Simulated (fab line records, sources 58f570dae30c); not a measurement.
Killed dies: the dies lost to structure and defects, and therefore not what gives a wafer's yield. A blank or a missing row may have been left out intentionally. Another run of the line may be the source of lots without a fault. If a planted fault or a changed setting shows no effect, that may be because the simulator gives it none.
Comparing a struck lot with a sound one || flow berkeley cmos170 || 43 steps out of a route of 331
Sound: the wafers L917.1, L917.3, L917.6. Wafers L922.1, L922.2, L922.5 were the ones struck. The cause comes at the end.
Order at every step that has rows: each side's tool, ch and its chambers, its first start. Under that, the readings that differ: sound wafers || struck wafers || difference of the means || sigmas: that difference in standard deviations of wafers without a fault.
alike: same words and numbers on both sides, and readings whose means sit less than 2 such deviations apart. not compared: any withheld reading, any reading some wafer has no value for, any bound like >300 that may hide the same value, and any number with overlapping values for which the record gives no deviation.
Wherever a step has rows on one side only, a row that says differs or no value, or a row with sigmas, the two part there. Numbers that don't overlap but have no deviation are shown without sigmas and don't part them. A reading that every wafer of one side lacks parts them only if that side has two wafers or more.

UCB170_GATE_ETCH_15: etches poly-Si in HBr/Cl2, stops on SiO2, time 56.3 s, target depth 278.2 nm.
  sound on rie si-02 ch 1,3, day 8 17:54; struck on rie si-01 ch 0,2,3, day 9 07:21
  alike: drypump motor current A, oes product au, throttle valve pct
  not compared: rf hours counter h
UCB170_GATE_STRIP_16: strips in O2.
  sound on plasma asher-01 ch 0, day 8 17:57; struck on plasma asher-01 ch 0,1, day 9 07:24
  alike: drypump motor current A, oes product au
  not compared: rf hours counter h
UCB170_GATE_CD_MEAS_90 targets a cd of 350 nm.
  struck on cd sem-02, day 9 07:31; sound on cd sem-02, day 8 18:18
  alike: cd nm
then, 7 steps without rows for these wafers: UCB170_GATE_CLEAN_17 (cleans in SPM, time 600 s); UCB170_PLDD_HMDS_00 (prime time 60 s); UCB170_PLDD_COAT_01 (resist thk 900 nm); UCB170_PLDD_SOFTBAKE_02 (time 60 s); UCB170_PLDD_EXPOSE_03 (exposes mask PSELECT, target cd 1200 nm); UCB170_PLDD_PEB_04; UCB170_PLDD_DEVELOP_05 (develop time 45 s).
UCB170_PLDD_CD_MEAS_06 targets a cd of 1200 nm.
  struck on cd sem-01, day 9 09:32; sound on cd sem-02, day 8 19:34
  alike: cd nm
UCB170_PLDD_OVL_MEAS_07:
  struck on overlay-01, day 9 09:39; sound on overlay-01, day 8 19:41
  alike: PLDD_OVL
UCB170_PLDD_IMPLANT_08:
  sound on implanter-02 ch 0, day 8 19:43; struck on implanter-02 ch 0, day 9 09:41
{"reading": "dose ions cm2", "sound": "5.005e+13 5.002e+13 5.003e+13", "struck": "2.88e+13 2.891e+13 2.91e+13", "difference": -2.11e+13, "sigmas": "-99 or more"}
{"reading": "faraday current uA", "sound": "147 151 151", "struck": "92 91 93", "difference": -58, "sigmas": -11}
then, 1 step without rows for these wafers: UCB170_PLDD_IMPLANT_09.
UCB170_PLDD_STRIP_10: strips in O2.
  sound on plasma asher-03 ch 0,1, day 8 20:01; struck on plasma asher-03 ch 0,1, day 9 09:59
  alike: drypump motor current A, oes product au, strip time to endpoint s
  not compared: rf hours counter h
UCB170_PLDD_TW_MEAS_11:
  struck on film metro-01, day 9 10:20; sound on film metro-03, day 8 20:13
{"reading": "PLDD_TW", "sound": "1006 997 1005", "struck": "955 954 952", "difference": -49, "sigmas": -4}
  not compared: hold
then, 6 steps without rows for these wafers: UCB170_NLDD_HMDS_00 (prime time 60 s); UCB170_NLDD_COAT_01 (resist thk 900 nm); UCB170_NLDD_SOFTBAKE_02 (time 60 s); UCB170_NLDD_EXPOSE_03 (exposes mask NSELECT, target cd 1200 nm); UCB170_NLDD_PEB_04; UCB170_NLDD_DEVELOP_05 (develop time 45 s).
UCB170_NLDD_CD_MEAS_06 targets a cd of 1200 nm.
  struck on cd sem-01, day 9 13:23; sound on cd sem-01, day 8 21:47
  alike: cd nm
UCB170_NLDD_OVL_MEAS_07:
  struck on overlay-01, day 9 13:31; sound on overlay-01, day 8 21:54
  alike: NLDD_OVL
then, 2 steps without rows for these wafers: UCB170_NLDD_IMPLANT_08; UCB170_NLDD_IMPLANT_09.
UCB170_NLDD_STRIP_10: strips in O2.
  sound on plasma asher-03 ch 1, day 8 22:14; struck on plasma asher-01 ch 0,1, day 9 13:50
  alike: drypump motor current A, oes product au, strip time to endpoint s
  not compared: rf hours counter h
UCB170_NLDD_TW_MEAS_11:
  struck on film metro-03, day 9 13:56; sound on film metro-03, day 8 22:20
  alike: NLDD_TW
then, 2 steps without rows for these wafers: UCB170_NLDD_CLEAN_12 (cleans in SPM, time 600 s); UCB170_SPACER_CVD_00 (deposits SiO2 from TEOS/O2, target thk 376 nm, time 47 s).
UCB170_SPACER_THK_MEAS_01:
  struck on film metro-02, day 9 14:16; sound on film metro-02, day 8 22:37
  alike: SPACER_TEOS_THK
then, 1 step without rows for these wafers: UCB170_SPACER_ANNEAL_02 (time 1800 s).
UCB170_SPACER_ETCHBACK_03: etches SiO2 in CHF3/CF4/Ar, stops on Si, target depth 376 nm, time 100 s.
  sound on rie diel-04 ch 0,1, day 9 02:35; struck on rie diel-04 ch 0,2,3, day 9 18:44
  alike: drypump motor current A, oes product au, throttle valve pct
  not compared: rf hours counter h
then, 6 steps without rows for these wafers: UCB170_PSD_HMDS_00 (prime time 60 s); UCB170_PSD_COAT_01 (resist thk 900 nm); UCB170_PSD_SOFTBAKE_02 (time 60 s); UCB170_PSD_EXPOSE_03 (exposes mask PSELECT MOD, target cd 1200 nm); UCB170_PSD_PEB_04; UCB170_PSD_DEVELOP_05 (develop time 45 s).
UCB170_PSD_CD_MEAS_06 targets a cd of 1200 nm.
  struck on cd sem-01, day 9 20:10; sound on cd sem-02, day 9 04:26
  alike: cd nm
UCB170_PSD_OVL_MEAS_07:
  struck on overlay-01, day 9 20:17; sound on overlay-02, day 9 04:34
  alike: PSD_OVL
UCB170_SDANNEAL_RS_MEAS_04: the measuring method here is four-point-probe.
  struck on film metro-01, day 10 00:07; sound on film metro-01, day 9 08:58
{"reading": "PLDD_RS (ohm/sq)", "sound": "1025.7 1028.5 1027.0", "struck": "1247.5 1242.7 1244.8", "difference": "+217.9", "sigmas": "+91"}
  not compared: hold
UCB170_M3_PROBE_99:
  the record holds rows for the sound wafers here (prober-02, day 10 05:46) but none for the struck ones

## WHERE THEY PART
Last at UCB170_M3_PROBE_99 as far as this record goes, first at UCB170_PLDD_IMPLANT_08.

WHY: what the simulator had put in
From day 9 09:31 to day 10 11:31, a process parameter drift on implanter-02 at UCB170_PLDD_IMPLANT_08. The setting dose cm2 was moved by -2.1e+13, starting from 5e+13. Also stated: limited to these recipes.
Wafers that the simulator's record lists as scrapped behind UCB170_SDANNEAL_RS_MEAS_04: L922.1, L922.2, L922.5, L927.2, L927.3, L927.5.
